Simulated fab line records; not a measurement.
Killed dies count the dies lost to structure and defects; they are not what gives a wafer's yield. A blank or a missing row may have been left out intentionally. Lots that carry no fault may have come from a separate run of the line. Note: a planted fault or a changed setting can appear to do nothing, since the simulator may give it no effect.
A single fault, viewed from 2 desks + flow berkeleyCmos170 + numbers are kept per desk, each desk with only its own; the story behind them comes last

DESK OF THE TOOL OWNER: krfScanner-01
The tool's own readings at UCB170_V2_EXPOSE_09 (exposes mask VIA2, target cd 700 nm): means of the sampled wafers that have a number, for each lot that ran on this tool. Marked OUT: a lot whose mean sits more than 4 standard deviations from the usual mean, which makes it out of limits; the brackets give that distance.
Columns: A = exposureDoseMJCm2 at UCB170_V2_EXPOSE_09, usual 36.99; B = reticleTempC at UCB170_V2_EXPOSE_09, usual 22.99 C
| lot  | first seen here | A                       | B     |
|------|-----------------|-------------------------|-------|
| L881 | day 7 21:54     | 36.99                   | 23.20 |
| L883 | day 8 12:38     | 36.97                   | 22.94 |
| L889 | day 9 18:50     | 37.00                   | 23.17 |
| L894 | day 11 00:03    | 47.55 (+99 or more) OUT | 23.04 |
| L893 | day 11 07:08    | 46.49 (+99 or more) OUT | 22.84 |
This desk's verdict: out of limits on L893, L894, starting with L894 at day 11 00:03 (exposureDoseMJCm2 at UCB170_V2_EXPOSE_09). L881, L883, L889: within limits.

METROLOGY DESK
What the gauges read for every lot (on any tool): the sampled wafers with a number, averaged. Marked OUT: a lot whose mean sits more than 4 standard deviations from the usual mean, which makes it out of limits; the brackets give that distance.
Columns: A = FIELD_OXIDE_LEFT_1_THK at UCB170_FIELD_THK_MEAS_90, usual 438 nm; B = cdNm at UCB170_V2_CD_MEAS_12, usual 700.1 nm; C = cdNm at UCB170_M3_CD_MEAS_90, usual 699.3 nm
| lot  | first seen here | A   | B               | C     |
|------|-----------------|-----|-----------------|-------|
| L882 | day 5 09:20     | 434 | 699.4           | 703.1 |
| L881 | day 5 09:21     | 427 | 700.1           | 694.5 |
| L883 | day 5 16:37     | 450 | 702.5           | 697.3 |
| L884 | day 5 23:18     | 450 | 699.8           | 696.9 |
| L886 | day 6 16:00     | 439 | 699.1           | 698.2 |
| L889 | day 6 23:25     | 426 | 697.8           | 699.7 |
| L888 | day 6 23:28     | 438 | 698.8           | 698.3 |
| L890 | day 6 23:28     | 424 | 698.2           | 697.6 |
| L894 | day 8 06:18     | 431 | 743.7 (+27) OUT | 699.7 |
| L893 | day 8 06:24     | 423 | 740.0 (+25) OUT | 694.2 |
| L897 | day 8 17:50     | 435 | 701.4           | 697.2 |
| L898 | day 8 22:33     | 467 | 703.1           | 696.1 |
| L899 | day 9 11:03     | 445 | 699.6           | 697.5 |
| L901 | day 10 03:26    | 450 | 698.0           | 699.4 |
This desk's verdict: out of limits on L893, L894, starting with L894 at day 11 00:29 (cdNm at UCB170_V2_CD_MEAS_12). L882, L881, L883, L884, L886, L889, L888, L890, L897, L898, L899, L901: within limits.

BROUGHT TOGETHER
The tool owner's desk could have raised an alarm at day 11 00:03, on L893, L894.
On L893, L894, the metrology desk was in a position to raise an alarm at day 11 00:29.
Of the lots named, all ran UCB170_V2_EXPOSE_09 on krfScanner-01.

WHAT THE SIMULATOR PUT IN
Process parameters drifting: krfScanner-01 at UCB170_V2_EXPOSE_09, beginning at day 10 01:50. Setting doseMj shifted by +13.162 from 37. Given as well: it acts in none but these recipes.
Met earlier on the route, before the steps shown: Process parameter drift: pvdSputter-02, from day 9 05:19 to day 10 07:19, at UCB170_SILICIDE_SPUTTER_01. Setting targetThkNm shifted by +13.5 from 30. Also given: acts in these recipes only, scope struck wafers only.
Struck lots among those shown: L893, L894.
Counting hours from when the fault started, the first reading out of limits came at 22 for the tool owner's desk and at 23 for the metrology desk.
